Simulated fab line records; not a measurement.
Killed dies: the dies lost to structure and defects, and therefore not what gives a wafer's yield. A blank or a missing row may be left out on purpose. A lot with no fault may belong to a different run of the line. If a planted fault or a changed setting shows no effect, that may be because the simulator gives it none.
The tool behind it: which one? || flow berkeley-cmos170 || Sampling: 14 lots, 42 wafers, 3 of 331 route steps

WHAT EACH GAUGE READ, for each wafer
UCB170_ACTIVE_CD_MEAS_90: target cd 1200 nm. Usual: cd-nm 1199.9 nm, standard deviation 1.5.
{"lot": "L151", "measured": "day 5 01:25", "on": "cd-sem-01", "cd-nm (nm)": "1202.5 1200.4 1200.7", "flag": ""}
{"lot": "L152", "measured": "day 5 06:58", "on": "cd-sem-02", "cd-nm (nm)": "1200.3 1199.2 1199.3", "flag": ""}
{"lot": "L153", "measured": "day 5 07:16", "on": "cd-sem-02", "cd-nm (nm)": "1202.7 1202.2 1203.0", "flag": ""}
{"lot": "L154", "measured": "day 5 16:25", "on": "cd-sem-02", "cd-nm (nm)": "1199.6 1201.5 1200.0", "flag": ""}
{"lot": "L156", "measured": "day 6 03:30", "on": "cd-sem-01", "cd-nm (nm)": "1200.3 1200.7 1200.2", "flag": ""}
{"lot": "L155", "measured": "day 6 03:38", "on": "cd-sem-01", "cd-nm (nm)": "1200.0 1198.6 1199.2", "flag": ""}
{"lot": "L157", "measured": "day 6 18:34", "on": "cd-sem-02", "cd-nm (nm)": "- - -", "flag": "OFF"}
{"lot": "L158", "measured": "day 6 18:48", "on": "cd-sem-01", "cd-nm (nm)": "- - -", "flag": "OFF"}
{"lot": "L162", "measured": "day 7 05:42", "on": "cd-sem-02", "cd-nm (nm)": "1198.7 1198.8 1198.5", "flag": ""}
{"lot": "L161", "measured": "day 7 05:56", "on": "cd-sem-02", "cd-nm (nm)": "1198.8 1197.2 1198.8", "flag": ""}
{"lot": "L170", "measured": "day 9 03:07", "on": "cd-sem-01", "cd-nm (nm)": "1199.1 1199.7 1199.9", "flag": ""}
{"lot": "L169", "measured": "day 9 09:22", "on": "cd-sem-02", "cd-nm (nm)": "1198.8 1199.9 1199.3", "flag": ""}
{"lot": "L171", "measured": "day 9 09:26", "on": "cd-sem-02", "cd-nm (nm)": "1200.4 1199.7 1199.5", "flag": ""}
{"lot": "L173", "measured": "day 9 16:03", "on": "cd-sem-02", "cd-nm (nm)": "1200.5 1200.8 1200.7", "flag": ""}

EACH LOT AND THE TOOL THAT RAN IT (in order: tool; ch and the chambers of the sampled wafers; start)
{"lot": "L151", "UCB170_ACTIVE_ETCH_15": "rie-diel-04 ch 0,1,3, day 5 01:13", "UCB170_ACTIVE_STRIP_16": "plasma-asher-04 ch 0,1, day 5 01:19"}
{"lot": "L152", "UCB170_ACTIVE_ETCH_15": "rie-diel-01 ch 1,2, day 5 06:46", "UCB170_ACTIVE_STRIP_16": "plasma-asher-04 ch 0,1, day 5 06:52"}
{"lot": "L153", "UCB170_ACTIVE_ETCH_15": "rie-diel-04 ch 0,3, day 5 07:01", "UCB170_ACTIVE_STRIP_16": "plasma-asher-02 ch 0,1, day 5 07:09"}
{"lot": "L154", "UCB170_ACTIVE_ETCH_15": "rie-diel-01 ch 0,1,2, day 5 16:11", "UCB170_ACTIVE_STRIP_16": "plasma-asher-04 ch 0,1, day 5 16:17"}
{"lot": "L156", "UCB170_ACTIVE_ETCH_15": "rie-diel-03 ch 1,2, day 6 03:16", "UCB170_ACTIVE_STRIP_16": "plasma-asher-01 ch 0,1, day 6 03:22"}
{"lot": "L155", "UCB170_ACTIVE_ETCH_15": "rie-diel-01 ch 2,3, day 6 03:23", "UCB170_ACTIVE_STRIP_16": "plasma-asher-04 ch 0,1, day 6 03:29"}
{"lot": "L157", "UCB170_ACTIVE_ETCH_15": "rie-diel-04 ch 1,2,3, day 6 18:19", "UCB170_ACTIVE_STRIP_16": "plasma-asher-02 ch 0,1, day 6 18:27"}
{"lot": "L158", "UCB170_ACTIVE_ETCH_15": "rie-diel-01 ch 1,2,3, day 6 18:34", "UCB170_ACTIVE_STRIP_16": "plasma-asher-01 ch 0,1, day 6 18:41"}
{"lot": "L162", "UCB170_ACTIVE_ETCH_15": "rie-diel-01 ch 0,1,3, day 7 05:29", "UCB170_ACTIVE_STRIP_16": "plasma-asher-04 ch 0,1, day 7 05:35"}
{"lot": "L161", "UCB170_ACTIVE_ETCH_15": "rie-diel-04 ch 0,3, day 7 05:43", "UCB170_ACTIVE_STRIP_16": "plasma-asher-02 ch 0,1, day 7 05:49"}
{"lot": "L170", "UCB170_ACTIVE_ETCH_15": "rie-diel-03 ch 0,1,3, day 9 02:53", "UCB170_ACTIVE_STRIP_16": "plasma-asher-04 ch 0,1, day 9 03:01"}
{"lot": "L169", "UCB170_ACTIVE_ETCH_15": "rie-diel-03 ch 0,2, day 9 09:05", "UCB170_ACTIVE_STRIP_16": "plasma-asher-04 ch 0,1, day 9 09:13"}
{"lot": "L171", "UCB170_ACTIVE_ETCH_15": "rie-diel-01 ch 0,1,2, day 9 09:12", "UCB170_ACTIVE_STRIP_16": "plasma-asher-01 ch 0, day 9 09:18"}
{"lot": "L173", "UCB170_ACTIVE_ETCH_15": "rie-diel-01 ch 0,1, day 9 15:51", "UCB170_ACTIVE_STRIP_16": "plasma-asher-01 ch 0,1, day 9 15:57"}
- UCB170_ACTIVE_ETCH_15: etches Si3N4 in CH3F/Ar/O2, stops on SiO2, target depth 242 nm, time 151 s.
- UCB170_ACTIVE_STRIP_16: strips in O2.

AS READ BY THE TOOLS THEMSELVES (means over the sampled wafers that have a number; for cases with no such wafer, the mark the record gives instead)
UCB170_ACTIVE_ETCH_15. Usual: CH3F_flow_sccm 20.00 sccm, standard deviation 0.061; O2_flow_sccm 7.001 sccm, standard deviation 0.021; chamber-pressure-mTorr 50.00 mTorr, standard deviation 0.046; drypump-motor-current-A 5.8 A, standard deviation 0.43; oes-product-au 0.946 a.u., standard deviation 0.017; throttle-valve-pct 8.06 %, standard deviation 0.12.
{"lot": "L151", "tool": "rie-diel-04", "CH3F_flow_sccm (sccm)": 20.01, "O2_flow_sccm (sccm)": 7.004, "chamber-pressure-mTorr (mTorr)": 49.97, "drypump-motor-current-A (A)": 6.0, "oes-product-au (a.u.)": 0.940, "throttle-valve-pct (%)": 8.01, "flag": ""}
{"lot": "L152", "tool": "rie-diel-01", "CH3F_flow_sccm (sccm)": 19.95, "O2_flow_sccm (sccm)": 7.023, "chamber-pressure-mTorr (mTorr)": 50.01, "drypump-motor-current-A (A)": 5.6, "oes-product-au (a.u.)": 0.949, "throttle-valve-pct (%)": 8.12, "flag": ""}
{"lot": "L153", "tool": "rie-diel-04", "CH3F_flow_sccm (sccm)": 20.05, "O2_flow_sccm (sccm)": 7.018, "chamber-pressure-mTorr (mTorr)": 50.03, "drypump-motor-current-A (A)": 5.9, "oes-product-au (a.u.)": 0.947, "throttle-valve-pct (%)": 8.04, "flag": ""}
{"lot": "L154", "tool": "rie-diel-01", "CH3F_flow_sccm (sccm)": 20.03, "O2_flow_sccm (sccm)": 7.012, "chamber-pressure-mTorr (mTorr)": 50.02, "drypump-motor-current-A (A)": 5.9, "oes-product-au (a.u.)": 0.952, "throttle-valve-pct (%)": 8.15, "flag": ""}
{"lot": "L156", "tool": "rie-diel-03", "CH3F_flow_sccm (sccm)": 19.94, "O2_flow_sccm (sccm)": 6.971, "chamber-pressure-mTorr (mTorr)": 49.99, "drypump-motor-current-A (A)": 5.5, "oes-product-au (a.u.)": 0.931, "throttle-valve-pct (%)": 8.07, "flag": ""}
{"lot": "L155", "tool": "rie-diel-01", "CH3F_flow_sccm (sccm)": 19.99, "O2_flow_sccm (sccm)": 7.013, "chamber-pressure-mTorr (mTorr)": 49.97, "drypump-motor-current-A (A)": 6.0, "oes-product-au (a.u.)": 0.945, "throttle-valve-pct (%)": 8.08, "flag": ""}
{"lot": "L157", "tool": "rie-diel-04", "CH3F_flow_sccm (sccm)": "-", "O2_flow_sccm (sccm)": "-", "chamber-pressure-mTorr (mTorr)": "-", "drypump-motor-current-A (A)": "-", "oes-product-au (a.u.)": "-", "throttle-valve-pct (%)": "-", "flag": "OFF"}
{"lot": "L158", "tool": "rie-diel-01", "CH3F_flow_sccm (sccm)": "-", "O2_flow_sccm (sccm)": "-", "chamber-pressure-mTorr (mTorr)": "-", "drypump-motor-current-A (A)": "-", "oes-product-au (a.u.)": "-", "throttle-valve-pct (%)": "-", "flag": "OFF"}
{"lot": "L162", "tool": "rie-diel-01", "CH3F_flow_sccm (sccm)": 20.06, "O2_flow_sccm (sccm)": 7.000, "chamber-pressure-mTorr (mTorr)": 50.00, "drypump-motor-current-A (A)": 6.1, "oes-product-au (a.u.)": 0.965, "throttle-valve-pct (%)": 8.02, "flag": ""}
{"lot": "L161", "tool": "rie-diel-04", "CH3F_flow_sccm (sccm)": 19.99, "O2_flow_sccm (sccm)": 7.003, "chamber-pressure-mTorr (mTorr)": 49.97, "drypump-motor-current-A (A)": 5.9, "oes-product-au (a.u.)": 0.936, "throttle-valve-pct (%)": 8.03, "flag": ""}
{"lot": "L170", "tool": "rie-diel-03", "CH3F_flow_sccm (sccm)": 19.98, "O2_flow_sccm (sccm)": 6.984, "chamber-pressure-mTorr (mTorr)": 49.98, "drypump-motor-current-A (A)": 5.6, "oes-product-au (a.u.)": 0.941, "throttle-valve-pct (%)": 8.06, "flag": ""}
{"lot": "L169", "tool": "rie-diel-03", "CH3F_flow_sccm (sccm)": 20.00, "O2_flow_sccm (sccm)": 6.975, "chamber-pressure-mTorr (mTorr)": 49.99, "drypump-motor-current-A (A)": 5.7, "oes-product-au (a.u.)": 0.943, "throttle-valve-pct (%)": 8.14, "flag": ""}
{"lot": "L171", "tool": "rie-diel-01", "CH3F_flow_sccm (sccm)": 20.03, "O2_flow_sccm (sccm)": 7.003, "chamber-pressure-mTorr (mTorr)": 50.02, "drypump-motor-current-A (A)": 5.8, "oes-product-au (a.u.)": 0.959, "throttle-valve-pct (%)": 8.15, "flag": ""}
{"lot": "L173", "tool": "rie-diel-01", "CH3F_flow_sccm (sccm)": 20.01, "O2_flow_sccm (sccm)": 7.012, "chamber-pressure-mTorr (mTorr)": 49.97, "drypump-motor-current-A (A)": 5.8, "oes-product-au (a.u.)": 0.967, "throttle-valve-pct (%)": 8.10, "flag": ""}

UCB170_ACTIVE_STRIP_16. Usual: chamber-pressure-mTorr 3501 mTorr, standard deviation 3.4; drypump-motor-current-A 5.6 A, standard deviation 0.55; oes-product-au 0.721 a.u., standard deviation 0.0045; strip-time-to-endpoint-s 18.06 s, standard deviation 0.095.
{"lot": "L151", "tool": "plasma-asher-04", "chamber-pressure-mTorr (mTorr)": 3501, "drypump-motor-current-A (A)": 5.1, "oes-product-au (a.u.)": 0.719, "strip-time-to-endpoint-s (s)": 17.91, "flag": ""}
{"lot": "L152", "tool": "plasma-asher-04", "chamber-pressure-mTorr (mTorr)": 3499, "drypump-motor-current-A (A)": 5.3, "oes-product-au (a.u.)": 0.724, "strip-time-to-endpoint-s (s)": 18.03, "flag": ""}
{"lot": "L153", "tool": "plasma-asher-02", "chamber-pressure-mTorr (mTorr)": 3500, "drypump-motor-current-A (A)": 6.0, "oes-product-au (a.u.)": 0.721, "strip-time-to-endpoint-s (s)": 18.02, "flag": ""}
{"lot": "L154", "tool": "plasma-asher-04", "chamber-pressure-mTorr (mTorr)": 3500, "drypump-motor-current-A (A)": 5.2, "oes-product-au (a.u.)": 0.719, "strip-time-to-endpoint-s (s)": 17.98, "flag": ""}
{"lot": "L156", "tool": "plasma-asher-01", "chamber-pressure-mTorr (mTorr)": 3500, "drypump-motor-current-A (A)": 6.0, "oes-product-au (a.u.)": 0.720, "strip-time-to-endpoint-s (s)": 18.08, "flag": ""}
{"lot": "L155", "tool": "plasma-asher-04", "chamber-pressure-mTorr (mTorr)": 3499, "drypump-motor-current-A (A)": 5.1, "oes-product-au (a.u.)": 0.721, "strip-time-to-endpoint-s (s)": 18.19, "flag": ""}
{"lot": "L157", "tool": "plasma-asher-02", "chamber-pressure-mTorr (mTorr)": 3501, "drypump-motor-current-A (A)": 6.0, "oes-product-au (a.u.)": 0.733, "strip-time-to-endpoint-s (s)": 21.61, "flag": "OFF"}
{"lot": "L158", "tool": "plasma-asher-01", "chamber-pressure-mTorr (mTorr)": 3500, "drypump-motor-current-A (A)": 5.6, "oes-product-au (a.u.)": 0.735, "strip-time-to-endpoint-s (s)": 21.64, "flag": "OFF"}
{"lot": "L162", "tool": "plasma-asher-04", "chamber-pressure-mTorr (mTorr)": 3504, "drypump-motor-current-A (A)": 5.3, "oes-product-au (a.u.)": 0.717, "strip-time-to-endpoint-s (s)": 18.07, "flag": ""}
{"lot": "L161", "tool": "plasma-asher-02", "chamber-pressure-mTorr (mTorr)": 3503, "drypump-motor-current-A (A)": 6.1, "oes-product-au (a.u.)": 0.723, "strip-time-to-endpoint-s (s)": 17.97, "flag": ""}
{"lot": "L170", "tool": "plasma-asher-04", "chamber-pressure-mTorr (mTorr)": 3504, "drypump-motor-current-A (A)": 5.1, "oes-product-au (a.u.)": 0.726, "strip-time-to-endpoint-s (s)": 18.13, "flag": ""}
{"lot": "L169", "tool": "plasma-asher-04", "chamber-pressure-mTorr (mTorr)": 3497, "drypump-motor-current-A (A)": 5.3, "oes-product-au (a.u.)": 0.718, "strip-time-to-endpoint-s (s)": 18.07, "flag": ""}
{"lot": "L171", "tool": "plasma-asher-01", "chamber-pressure-mTorr (mTorr)": 3502, "drypump-motor-current-A (A)": 6.5, "oes-product-au (a.u.)": 0.720, "strip-time-to-endpoint-s (s)": 17.99, "flag": ""}
{"lot": "L173", "tool": "plasma-asher-01", "chamber-pressure-mTorr (mTorr)": 3499, "drypump-motor-current-A (A)": 6.0, "oes-product-au (a.u.)": 0.724, "strip-time-to-endpoint-s (s)": 17.97, "flag": ""}

THE ANSWER, worked out from the rows above alone
Rule: lot off if the mean of its wafers having a number is beyond 3 standard deviations from the usual mean. A lot without any number at a reading at which 4 lots or more have one is off too. Any other lot the step has rows for is counted as sound. First the gauges in route order, then the tools' own readings, where a lot's mean is used as printed above. At the first step where some lot is off, the reading lying furthest off is the one used; lots without a number count as furthest.
Off: L157, L158 (UCB170_ACTIVE_CD_MEAS_90, cd-nm). Without a number there: L157, L158.
If a tool, at a process step before that reading, ran all the lots that are off and no sound lot after the first of them, it fits. The gauges at UCB170_ACTIVE_CD_MEAS_90 aren't tried: what is off there is off at UCB170_ACTIVE_ETCH_15 too, on other tools, and a gauge's error can't cause that. None of those tried fits.

WHAT WAS PUT IN BY THE SIMULATOR
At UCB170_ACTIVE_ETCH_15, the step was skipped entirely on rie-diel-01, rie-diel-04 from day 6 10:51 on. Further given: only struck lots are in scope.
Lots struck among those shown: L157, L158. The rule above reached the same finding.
